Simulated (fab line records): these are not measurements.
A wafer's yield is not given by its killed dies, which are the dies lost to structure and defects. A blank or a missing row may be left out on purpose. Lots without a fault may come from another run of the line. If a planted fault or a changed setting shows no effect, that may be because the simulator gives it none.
The tool behind it: which one? | flow berkeleyCmos170 | 11 lots (33 wafers sampled), 1 step of a 331-step route

## WHAT EACH GAUGE READ, for each wafer
UCB170_SCREENOX_THK_MEAS_02. Usual: SCREENOX_OXIDE_THK typically reads 14.31 nm, with standard deviation 0.24.
lot  | measured     | on           | SCREENOX_OXIDE_THK (nm) | flag
L502 | day 7 10:04  | filmMetro-02 | 18.58 18.70 18.88       | OFF
L501 | day 7 10:07  | filmMetro-02 | 18.41 18.62 18.40       | OFF
L506 | day 8 04:43  | filmMetro-01 | 13.99 14.20 13.98       | 
L507 | day 8 04:46  | filmMetro-01 | 14.11 13.71 14.04       | 
L509 | day 8 15:47  | filmMetro-03 | 14.45 14.25 14.42       | 
L510 | day 9 05:46  | filmMetro-01 | 14.15 14.30 14.39       | 
L511 | day 9 05:46  | filmMetro-03 | 14.29 14.25 14.28       | 
L512 | day 9 15:14  | filmMetro-01 | 14.19 14.21 14.47       | 
L514 | day 9 19:23  | filmMetro-01 | 14.31 14.73 14.32       | 
L513 | day 9 19:24  | filmMetro-03 | 14.45 14.24 14.26       | 
L517 | day 10 09:56 | filmMetro-03 | 14.20 14.25 14.45       | 

## WHAT TOOL EACH LOT RAN ON (gives the tool, then ch and the chambers of the sampled wafers, and finally the start)
No process step before these readings appears in the record.

## WHAT THE TOOLS THEMSELVES READ (means of the sampled wafers that have a number; where no wafer has one, the mark that the record gives instead)
The record holds no such reading with a usual standard deviation.

## THE ANSWER, worked out from the rows above alone
Rule: take the mean of a lot's wafers that have a number; if it is more than 3 standard deviations from the usual mean, the lot is off. Also off: a lot with no number at a reading for which 4 or more lots have one. Where the step has rows for the other lots, those lots are counted as sound. Order of review: gauges by route order, followed by the tools' own readings, for which a lot's mean as printed above is used. The first step at which some lot is off is used, and at that step the reading that is off furthest; a lot without a number counts as furthest.
Off: at UCB170_SCREENOX_THK_MEAS_02 (SCREENOX_OXIDE_THK), L502, L501.
If a tool, at a process step before that reading, ran all the lots that are off and no sound lot after the first of them, it fits. The gauges at UCB170_SCREENOX_THK_MEAS_02 are tried like those tools. One fits: UCB170_SCREENOX_THK_MEAS_02 on filmMetro-02. It ran no sound lot before its first lot that is off in this sample, so the start can't be narrowed down.

## WHAT THE SIMULATOR PUT IN
Metrology matching offset: filmMetro-02, from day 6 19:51 on, at UCB170_SCREENOX_THK_MEAS_02. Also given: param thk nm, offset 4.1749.
Struck lots among those shown: L502, L501. Same finding as the rule above.
